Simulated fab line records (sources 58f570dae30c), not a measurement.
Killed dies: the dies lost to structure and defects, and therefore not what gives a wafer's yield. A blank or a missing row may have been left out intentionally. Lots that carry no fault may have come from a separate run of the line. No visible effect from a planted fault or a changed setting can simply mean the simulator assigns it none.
Check for tools in common -- flow berkeleyCmos170 -- Sampled: 14 lots, 48 wafers

WHY IT WAS OPENED
Of 14 lots, 2 have the reading GATE_POLY_THK flagged at UCB170_GATE_THK_MEAS_05. Fault-free wafers read 214.4 nm, with a standard deviation of 2.
Rule: a lot is flagged in two cases, either no wafer of it has a number, or all its wafers with numbers fall more than 4 standard deviations from that mean. The other lots count as sound.

lot,measured,on,"GATE_POLY_THK (nm), wafer by wafer",flag
L862,day 6 03:31,filmMetro-01,214.6 212.8 211.2,
L861,day 6 03:35,filmMetro-01,211.6 211.4 213.1,
L863,day 6 03:39,filmMetro-01,214.9 214.2 214.5,
L864,day 6 18:31,filmMetro-03,212.2 212.8 213.6,
L865,day 6 18:32,filmMetro-04,211.4 212.2 210.9,
L866,day 7 01:04,filmMetro-01,214.7 215.3 213.8,
L867,day 7 09:03,filmMetro-03,212.4 213.9 213.9,
L868,day 7 21:07,filmMetro-01,216.0 215.2 214.5,
L870,day 7 21:08,filmMetro-03,213.7 213.4 216.1,
L869,day 7 21:12,filmMetro-01,211.2 211.5 211.2,
L874,day 8 21:25,filmMetro-01,215.6 214.0 213.7,
L879,day 9 13:55,filmMetro-04,237.1 236.0 237.8 237.0 235.8 238.0,FLAGGED
L880,day 9 13:55,filmMetro-01,238.6 239.1 238.6 238.6 239.3 238.5,FLAGGED
L881,day 10 00:43,filmMetro-01,213.8 214.3 215.1,
Average over the flagged lots: 237.9 nm; offset from the usual +23.5 nm, equal to +12 standard deviations.

WHICH TOOL RAN EACH LOT
Before the reading, the record contains 2 process steps out of a 331-step route. Each cell gives the tool, then ch followed by the chambers the sampled wafers passed through, then the start.
lot,flag,UCB170_NVT_STRIP_08,UCB170_GATE_CVD_04
L862,,"plasmaAsher-01 ch 0, day 5 12:57","lpcvd-02 ch 0, day 6 02:07"
L861,,"plasmaAsher-01 ch 1, day 5 13:19","lpcvd-02 ch 1, day 6 02:07"
L863,,"plasmaAsher-01 ch 0,1, day 5 13:54","lpcvd-02 ch 1, day 6 02:07"
L864,,"plasmaAsher-04 ch 0,1, day 6 04:24","lpcvd-02 ch 1, day 6 17:07"
L865,,"plasmaAsher-03 ch 0,1, day 6 04:41","lpcvd-02 ch 1, day 6 17:07"
L866,,"plasmaAsher-03 ch 0,1, day 6 10:48","lpcvd-01 ch 1, day 6 23:39"
L867,,"plasmaAsher-01 ch 0, day 6 20:39","lpcvd-02 ch 1, day 7 07:38"
L868,,"plasmaAsher-01 ch 0,1, day 7 08:35","lpcvd-02 ch 0, day 7 19:43"
L870,,"plasmaAsher-03 ch 0,1, day 7 08:11","lpcvd-02 ch 0, day 7 19:43"
L869,,"plasmaAsher-04 ch 0,1, day 7 08:06","lpcvd-02 ch 1, day 7 19:43"
L874,,"plasmaAsher-01 ch 0,1, day 8 07:28","lpcvd-01 ch 1, day 8 19:55"
L879,FLAGGED,"plasmaAsher-04 ch 1, day 9 00:30","lpcvd-01 ch 0, day 9 12:31"
L880,FLAGGED,"plasmaAsher-01 ch 0,1, day 9 00:44","lpcvd-01 ch 0, day 9 12:31"
L881,,"plasmaAsher-04 ch 0,1, day 9 12:20","lpcvd-01 ch 1, day 9 23:19"
What is done by these steps:
- UCB170_NVT_STRIP_08: strips in O2.
- UCB170_GATE_CVD_04: deposits poly-Si from SiH4, time 1440 s, target thk 214 nm.
- UCB170_GATE_THK_MEAS_05

FLAGGED AGAINST TOTAL, ONE TOOL AT A TIME (gauges that did the reading follow at the end)
step,tool,lots run,flagged,share of the flagged lots,sound lots run after its first flagged lot
UCB170_NVT_STRIP_08,plasmaAsher-01,7,1,some,0
UCB170_NVT_STRIP_08,plasmaAsher-03,3,0,none,-
UCB170_NVT_STRIP_08,plasmaAsher-04,4,1,some,1 (L881)
UCB170_GATE_CVD_04,lpcvd-01,5,2,all,1 (L881)
UCB170_GATE_CVD_04,lpcvd-02,9,0,none,-
UCB170_GATE_THK_MEAS_05,filmMetro-01,9,1,some,1 (L881)
UCB170_GATE_THK_MEAS_05,filmMetro-03,3,0,none,-
UCB170_GATE_THK_MEAS_05,filmMetro-04,2,1,some,0

WHAT IS ALLOWED BY THE TABLE
1 row of the table ran every flagged lot: lpcvd-01 at UCB170_GATE_CVD_04.
- lpcvd-01 at UCB170_GATE_CVD_04: 2 of its 5 lots flagged. Sound lots ran on it after the first flagged one (L881), which a lasting fault on the whole tool wouldn't allow.
Not one row of the table ran every flagged lot while running no sound lot after the first.

WHAT THE SIMULATOR HAD INSERTED
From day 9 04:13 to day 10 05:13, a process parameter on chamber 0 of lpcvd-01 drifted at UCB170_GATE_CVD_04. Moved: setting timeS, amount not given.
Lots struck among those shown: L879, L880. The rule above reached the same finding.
